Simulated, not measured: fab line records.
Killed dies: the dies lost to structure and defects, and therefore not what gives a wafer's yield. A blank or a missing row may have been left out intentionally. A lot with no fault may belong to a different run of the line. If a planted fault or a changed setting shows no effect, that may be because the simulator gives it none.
What tool caused it?	flow berkeleyCmos170	Sampling: 15 lots, 45 wafers, 4 of 331 route steps

## WHAT EACH GAUGE READ, for each wafer
UCB170_NWELL_THK_MEAS_05.
lot	measured	on	NWELL_NITRIDE_THK (nm)
L903	day 2 05:37	filmMetro-04	221.3 220.6 220.0
L906	day 2 17:20	filmMetro-01	221.5 221.2 219.8
L908	day 3 05:51	filmMetro-04	225.0 225.3 224.8
L909	day 3 14:39	filmMetro-01	231.0 230.3 228.7
L913	day 4 09:10	filmMetro-03	225.3 227.5 227.5
L916	day 4 21:11	filmMetro-03	225.0 223.8 224.6
L917	day 4 21:11	filmMetro-04	224.7 224.2 224.1
L918	day 5 02:30	filmMetro-04	221.0 223.8 223.2
L920	day 5 14:24	filmMetro-01	224.2 224.8 222.4
L921	day 6 00:52	filmMetro-04	224.5 224.7 224.8
L922	day 6 05:13	filmMetro-04	226.5 226.4 224.9
L923	day 6 12:46	filmMetro-03	220.6 221.4 219.5
L924	day 6 18:40	filmMetro-04	226.8 227.5 225.5
L926	day 6 22:12	filmMetro-04	224.2 224.9 223.1
L925	day 6 22:13	filmMetro-01	219.7 217.6 218.9

UCB170_NWELL_TW_MEAS_16.
lot	measured	on	NWELL_TW
L903	day 2 07:02	filmMetro-04	1252 1251 1245
L906	day 2 18:57	filmMetro-04	1247 1254 1244
L908	day 3 07:23	filmMetro-01	1239 1246 1248
L909	day 3 17:26	filmMetro-03	1257 1247 1255
L913	day 4 10:43	filmMetro-01	1242 1237 1231
L916	day 4 23:35	filmMetro-01	1235 1242 1240
L917	day 4 23:14	filmMetro-04	1259 1264 1265
L918	day 5 04:13	filmMetro-04	1252 1243 1256
L920	day 5 16:28	filmMetro-01	1248 1247 1248
L921	day 6 02:10	filmMetro-04	1259 1253 1258
L922	day 6 06:38	filmMetro-04	1260 1255 1259
L923	day 6 14:03	filmMetro-03	1255 1258 1248
L924	day 6 20:34	filmMetro-04	1253 1256 1250
L926	day 7 00:16	filmMetro-01	1233 1239 1238
L925	day 7 00:02	filmMetro-01	1233 1244 1232

UCB170_NVT_TW_MEAS_09.
lot	measured	on	NVT_TW
L903	day 5 03:36	filmMetro-04	526 528 525
L906	day 5 18:46	filmMetro-01	527 525 524
L908	day 6 14:14	filmMetro-01	523 523 522
L909	day 6 21:07	filmMetro-03	526 528 526
L913	day 7 15:10	filmMetro-04	523 528 526
L920	day 9 09:34	filmMetro-01	525 525 523
L921	day 9 09:46	filmMetro-04	526 528 524
L922	day 9 09:29	filmMetro-04	526 526 527
L923	day 10 01:06	filmMetro-03	532 527 527
L924	day 10 06:52	filmMetro-04	526 524 524
L926	day 10 05:53	filmMetro-01	522 520 517
L925	day 10 06:19	filmMetro-03	529 531 532

## EACH LOT AND THE TOOL THAT RAN IT (in order: tool; ch and the chambers of the sampled wafers; start)
lot	UCB170_NWELL_EXPOSE_09
L903	krfScanner-01 ch 0, day 2 06:16
L906	krfScanner-01 ch 0, day 2 17:50
L908	krfScanner-02 ch 0, day 3 06:26
L909	krfScanner-01 ch 0, day 3 16:17
L913	krfScanner-01 ch 0, day 4 09:47
L916	krfScanner-02, day 4 22:10
L917	krfScanner-01, day 4 21:52
L918	krfScanner-02, day 5 03:22
L920	krfScanner-01 ch 0, day 5 15:25
L921	krfScanner-01 ch 0, day 6 01:24
L922	krfScanner-02 ch 0, day 6 05:51
L923	krfScanner-02 ch 0, day 6 13:16
L924	krfScanner-01 ch 0, day 6 19:22
L926	krfScanner-01 ch 0, day 6 23:26
L925	krfScanner-02 ch 0, day 6 23:14
- UCB170_NWELL_EXPOSE_09: exposes mask NWELL, target cd 3000 nm.

## AS READ BY THE TOOLS THEMSELVES (means over the sampled wafers that have a number; for cases with no such wafer, the mark the record gives instead)
UCB170_NWELL_EXPOSE_09.
lot	tool	exposureDoseMJCm2	focusOffsetNm (nm)	reticleTempC (C)
L903	krfScanner-01	25.005	-0.4	22.95
L906	krfScanner-01	24.958	0.6	22.94
L908	krfScanner-02	24.987	-0.2	23.06
L909	krfScanner-01	24.996	0.5	23.11
L913	krfScanner-01	24.983	-0.3	23.04
L916	krfScanner-02	-	-	-
L917	krfScanner-01	-	-	-
L918	krfScanner-02	-	-	-
L920	krfScanner-01	24.995	-0.8	23.00
L921	krfScanner-01	25.017	0.2	22.96
L922	krfScanner-02	24.973	0.6	22.94
L923	krfScanner-02	24.998	-0.4	22.92
L924	krfScanner-01	24.998	0.5	23.07
L926	krfScanner-01	24.993	-0.5	23.21
L925	krfScanner-02	25.023	-0.0	22.97

## THE ANSWER, worked out from the rows above alone
Rule: the usual values come from the lots themselves. Put in order of their means at a reading, lots are off if they are a third of the lots or fewer, leave a main group of 4 or more, and stand apart from it by a gap of 3 or more times the standard deviation of the main group's means; of several such gaps the widest counts. A main group is skipped when, at the precision printed for the reading in the tables above, its means are all equal. A lot without any number at a reading at which 4 lots or more have one is off too. All remaining lots with rows at the step are treated as sound. After the gauges, taken in route order, come the tools' own readings; for these a lot's mean is taken, as printed above. At the first step where some lot is off, the reading lying furthest off is the one used; lots without a number count as furthest.
Off: L916, L917, L918, at UCB170_NWELL_EXPOSE_09 (exposureDoseMJCm2). Without a number there: L916, L917, L918. For the main group the mean is 24.994 and the standard deviation 0.017.
If a tool, at that step or one of the process steps before it, ran each lot that is off and ran no sound lot following the first of them, it fits. No candidate that was tried fits.

## WHAT THE SIMULATOR HAD PUT IN
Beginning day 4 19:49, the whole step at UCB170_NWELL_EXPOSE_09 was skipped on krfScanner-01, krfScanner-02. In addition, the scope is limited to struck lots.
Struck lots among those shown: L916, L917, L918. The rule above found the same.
